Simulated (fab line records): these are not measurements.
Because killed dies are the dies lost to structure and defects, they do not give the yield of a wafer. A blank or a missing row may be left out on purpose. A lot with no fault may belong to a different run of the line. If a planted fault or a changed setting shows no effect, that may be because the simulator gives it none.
Which of the tools did it? | flow berkeleyCmos170 | 7 lots with 21 wafers sampled at 3 steps, on a route of 331 steps

WHAT EACH GAUGE READ, for each wafer
UCB170_SDANNEAL_RS_MEAS_03: a four-point-probe measurement.
lot  | measured     | on           | NSD_RS (ohm/sq)
L978 | day 8 07:33  | filmMetro-04 | 37.32 37.35 37.34
L981 | day 8 07:55  | filmMetro-01 | 37.16 37.20 37.26
L983 | day 9 07:43  | filmMetro-01 | 37.20 37.21 37.20
L982 | day 9 08:16  | filmMetro-01 | 37.28 37.10 37.24
L986 | day 9 23:36  | filmMetro-01 | 37.40 37.30 37.39
L989 | day 10 17:44 | filmMetro-02 | 37.37 37.36 37.45
L997 | day 12 11:23 | filmMetro-01 | 32.21 32.26 32.17

WHICH TOOL RAN EACH LOT (tool, then ch and the chambers of the sampled wafers, then the start)
lot  | UCB170_NSD_IMPLANT_08           | UCB170_NSD_STRIP_09
L978 | implanter-04 ch 0, day 8 05:54  | plasmaAsher-01 ch 0,1, day 8 06:01
L981 | implanter-01 ch 0, day 8 06:17  | plasmaAsher-02 ch 0,1, day 8 06:25
L983 | implanter-04 ch 0, day 9 05:55  | plasmaAsher-01 ch 0,1, day 9 06:04
L982 | implanter-01 ch 0, day 9 06:28  | plasmaAsher-04 ch 0,1, day 9 06:35
L986 | implanter-01 ch 0, day 9 22:05  | plasmaAsher-01 ch 0,1, day 9 22:13
L989 | implanter-04 ch 0, day 10 16:08 | plasmaAsher-01 ch 0,1, day 10 16:17
L997 | implanter-01 ch 0, day 12 09:52 | plasmaAsher-01 ch 0,1, day 12 10:01
- UCB170_NSD_IMPLANT_08
- UCB170_NSD_STRIP_09: strips in O2.

THE ANSWER, worked out from the rows above alone
Rule: what is usual is taken from the lots themselves. The widest of any qualifying gaps counts: lots, ordered by their means at a reading, are off when they make up no more than a third of the lots, leave a main group of 4 or more, and stand apart from it by 3 or more times the standard deviation of that group's means. Not used: any main group whose means are identical at the precision the tables above print for the reading. Also off: a lot with no number at a reading for which 4 or more lots have one. Any other lot the step has rows for is counted as sound.
Off: at UCB170_SDANNEAL_RS_MEAS_03 (NSD_RS), L997. Mean 37.28 ohm/sq and standard deviation 0.081 in the main group.
If a tool, at a process step before that reading, ran all the lots that are off and no sound lot after the first of them, it fits. Those tools and the gauges at UCB170_SDANNEAL_RS_MEAS_03 are tried in the same way. Can't be told from this: 3 tools fit, implanter-01 at UCB170_NSD_IMPLANT_08, plasmaAsher-01 at UCB170_NSD_STRIP_09, filmMetro-01 at UCB170_SDANNEAL_RS_MEAS_03.

WHAT WAS PUT IN BY THE SIMULATOR
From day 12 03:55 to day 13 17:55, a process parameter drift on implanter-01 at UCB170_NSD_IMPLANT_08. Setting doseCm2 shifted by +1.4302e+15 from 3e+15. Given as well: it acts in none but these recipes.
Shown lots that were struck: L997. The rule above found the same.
